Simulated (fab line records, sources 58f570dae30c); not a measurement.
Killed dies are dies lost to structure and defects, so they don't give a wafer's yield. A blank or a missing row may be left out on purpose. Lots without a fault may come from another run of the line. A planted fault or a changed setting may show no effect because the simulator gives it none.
Which tool did it? | flow berkeley_cmos170 | 15 lots, 45 wafers sampled, at 2 steps of a route of 331

WHAT THE GAUGES READ, wafer by wafer
UCB170_PWELL_THK_MEAS_06. Usual: PWELL_NITRIDE_THK 219.3 nm, standard deviation 2.2.
lot  | measured    | on            | PWELL_NITRIDE_THK (nm) | flag
L672 | day 3 00:14 | film_metro-03 | 218.4 220.0 220.5      |
L674 | day 3 19:56 | film_metro-03 | 221.3 218.7 220.7      |
L675 | day 4 02:55 | film_metro-03 | 218.6 218.9 218.7      |
L676 | day 4 02:55 | film_metro-01 | 218.0 220.9 219.6      |
L680 | day 5 02:35 | film_metro-01 | 437.7 436.5 437.8      | OFF
L681 | day 4 23:23 | film_metro-04 | 217.0 216.8 213.0      |
L682 | day 5 12:15 | film_metro-03 | 221.4 218.3 219.5      |
L683 | day 5 15:35 | film_metro-04 | 437.2 437.8 435.9      | OFF
L688 | day 6 19:16 | film_metro-01 | 440.1 438.7 438.0      | OFF
L689 | day 6 16:16 | film_metro-04 | 219.6 220.3 220.1      |
L690 | day 7 07:43 | film_metro-03 | 217.9 219.0 217.4      |
L691 | day 7 07:42 | film_metro-01 | 220.8 222.6 222.5      |
L692 | day 7 18:39 | film_metro-03 | 222.0 221.8 220.8      |
L693 | day 7 18:39 | film_metro-01 | 222.6 223.2 220.2      |
L695 | day 8 05:04 | film_metro-03 | 215.5 219.5 218.4      |

WHICH TOOL RAN EACH LOT (tool, then ch and the chambers of the sampled wafers, then the start)
lot  | UCB170_PWELL_CVD_05
L672 | lpcvd-02 ch 0, day 2 22:20
L674 | lpcvd-02 ch 1, day 3 18:00
L675 | lpcvd-02 ch 1, day 4 01:00
L676 | lpcvd-02 ch 0, day 4 01:00
L680 | lpcvd-02 ch 0, day 4 21:23 and lpcvd-01 ch 0, day 5 00:40
L681 | lpcvd-02 ch 0, day 4 21:23
L682 | lpcvd-01 ch 1, day 5 09:19
L683 | lpcvd-01 ch 0, day 5 09:19
L688 | lpcvd-02 ch 0, day 6 14:21 and lpcvd-01 ch 0, day 6 17:20
L689 | lpcvd-02 ch 0, day 6 14:21
L690 | lpcvd-01 ch 1, day 7 05:47
L691 | lpcvd-01 ch 0, day 7 05:47
L692 | lpcvd-01 ch 0, day 7 15:46
L693 | lpcvd-01 ch 0, day 7 15:46
L695 | lpcvd-02 ch 0, day 8 03:09
- UCB170_PWELL_CVD_05: deposits Si3N4 from SiH2Cl2/NH3, target thk 220 nm, time 3300 s.

WHAT THE TOOLS THEMSELVES READ (means of the sampled wafers that have a number; where no wafer has one, the mark that the record gives instead)
UCB170_PWELL_CVD_05. Usual: spike_tc_centre_C 803.4 C, standard deviation 1.1; spike_tc_source_C 823 C, standard deviation 3.2; susceptor_temp_C 800.0 C, standard deviation 0.34; zone_power_source_pct 20.8 %, standard deviation 1.3.
lot  | tool              | spike_tc_centre_C (C) | spike_tc_source_C (C) | susceptor_temp_C (C) | zone_power_source_pct (%) | flag
L672 | lpcvd-02          | 803.7                 | 824                   | 799.8                | 21.9                      |
L674 | lpcvd-02          | 804.6                 | 822                   | 800.1                | 20.4                      |
L675 | lpcvd-02          | 805.3                 | 823                   | 799.7                | 20.4                      |
L676 | lpcvd-02          | 801.8                 | 823                   | 799.9                | 21.9                      |
L680 | lpcvd-02/lpcvd-01 | 803.5                 | 824                   | 800.5                | 21.1                      |
L681 | lpcvd-02          | 803.6                 | 823                   | 800.0                | 21.6                      |
L682 | lpcvd-01          | 803.7                 | 814                   | 799.9                | 18.0                      |
L683 | lpcvd-01          | 803.4                 | 825                   | 799.8                | 20.5                      |
L688 | lpcvd-02/lpcvd-01 | 803.1                 | 824                   | 800.1                | 21.1                      |
L689 | lpcvd-02          | 802.8                 | 823                   | 800.2                | 21.8                      |
L690 | lpcvd-01          | 803.6                 | 814                   | 799.9                | 18.0                      |
L691 | lpcvd-01          | 802.9                 | 825                   | 799.9                | 20.6                      |
L692 | lpcvd-01          | 802.6                 | 826                   | 799.9                | 20.4                      |
L693 | lpcvd-01          | 802.9                 | 825                   | 799.8                | 20.4                      |
L695 | lpcvd-02          | 803.8                 | 825                   | 799.6                | 21.5                      |

THE ANSWER, worked out from the rows above alone
Rule: a lot is off if the mean of its wafers that have a number lies more than 3 standard deviations from the usual mean. A lot without any number at a reading at which 4 lots or more have one is off too. The other lots that the step has rows for count as sound. The gauges are gone through in route order, then the tools' own readings, and for those a lot's mean is taken as printed above. The first step at which some lot is off is used, and at that step the reading that is off furthest; a lot without a number counts as furthest.
Off: L680, L683, L688, at UCB170_PWELL_THK_MEAS_06 (PWELL_NITRIDE_THK).
A tool fits if, at a process step before that reading, it ran every lot that is off, and no sound lot after the first of them. The gauges at UCB170_PWELL_THK_MEAS_06 are tried like those tools. None of those tried fits.

WHAT THE SIMULATOR HAD PUT IN
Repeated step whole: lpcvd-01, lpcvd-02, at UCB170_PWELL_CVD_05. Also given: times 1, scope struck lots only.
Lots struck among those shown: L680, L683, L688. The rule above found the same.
